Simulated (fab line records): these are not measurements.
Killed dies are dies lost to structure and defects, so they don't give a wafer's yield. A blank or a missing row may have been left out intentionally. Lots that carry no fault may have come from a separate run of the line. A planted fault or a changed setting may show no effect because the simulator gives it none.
2 desks, one fault -- flow rit-cmos -- each desk holds nothing but its own numbers, with what lay behind them at the end

## TOOL OWNER'S DESK, rie-metal-03
The tool's own readings at RIT_M1_METAL_ETCH_12 (etches Al in Cl2/BCl3, stops on SiO2, time 165 s, target depth 600 nm): means of the sampled wafers that have a number, for each lot that ran on this tool. Any lot whose mean is over 4 standard deviations away from the usual mean is out of limits and marked OUT; that distance is given in the brackets.
Columns: A = drypump-motor-current-A at RIT_M1_METAL_ETCH_12, usual 6.2 A; B = oes-product-au at RIT_M1_METAL_ETCH_12, usual 0.775 a.u.; C = run-length-s at RIT_M1_METAL_ETCH_12, usual 193.2 s; D = throttle-valve-pct at RIT_M1_METAL_ETCH_12, usual 8.24 %
lot,first seen here,A,B,C,D
L326,day 3 22:34,6.6,0.778,193.4,8.24
L329,day 4 09:44,6.4,0.775,192.9,8.31
L332,day 4 20:30,6.4,0.911 (+15) OUT,148.9 (-94) OUT,8.29
L335,day 5 21:47,6.6,0.835 (+6.6) OUT,171.2 (-47) OUT,8.23
Finding of this desk: L332, L335 out of limits; the first was L332 at day 4 20:30, on oes-product-au at RIT_M1_METAL_ETCH_12. Within limits: L326, L329.

## FROM THE METROLOGY DESK
What the gauges read, lot by lot, whatever tool the lot ran on: means of the sampled wafers that have a number. Any lot whose mean is over 4 standard deviations away from the usual mean is out of limits and marked OUT; that distance is given in the brackets.
Columns: A = cd-nm at RIT_CONTACT_CD_MEAS_90, usual 1000.2 nm; B = M1_AL_RS at RIT_M1_RS_MEAS_01, usual 0.0749 ohm/sq; C = M1_OVL at RIT_M1_OVL_MEAS_10, usual -0.1 nm; D = cd-nm at RIT_M1_CD_MEAS_90, usual 2601.8 nm
lot,first seen here,A,B,C,D
L325,day 3 14:42,997.7,0.0758,-0.1,2602.8
L326,day 3 20:08,1001.6,0.0736,-1.7,2605.1
L327,day 3 20:17,998.2,0.0751,0.3,2603.7
L329,day 4 07:23,1000.4,0.0750,-0.5,2598.4
L332,day 4 18:14,999.9,0.0744,-0.8,2608.5
L335,day 5 19:31,998.1,0.0755,0.2,2604.6
L338,day 6 15:36,999.6,0.0750,0.3,2604.0
L340,day 6 18:46,1001.5,0.0742,1.9,2601.5
L342,day 7 09:47,1001.4,0.0736,1.2,2596.2
L345,day 7 14:40,1002.3,0.0747,0.7,2602.4
L346,day 7 21:57,1000.1,0.0751,-0.8,2600.6
L347,day 8 03:11,1001.7,0.0749,0.3,2602.0
This desk found nothing out of limits on any of the 12 lots.

## PUT TOGETHER
At day 4 20:30, on L332, L335, the tool owner's desk was in a position to raise an alarm.
The metrology desk saw nothing out of limits.
The metrology desk has L332, L335 on record, within its limits.
On rie-metal-03, each named lot ran RIT_M1_METAL_ETCH_12.

## WHAT WAS PUT IN BY THE SIMULATOR
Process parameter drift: rie-metal-03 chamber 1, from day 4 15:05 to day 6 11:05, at RIT_M1_METAL_ETCH_12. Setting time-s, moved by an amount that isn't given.
Lots struck among those shown: L332, L335.
Time in hours from fault onset to the first out-of-limits reading at each desk: the tool owner's desk, 5.
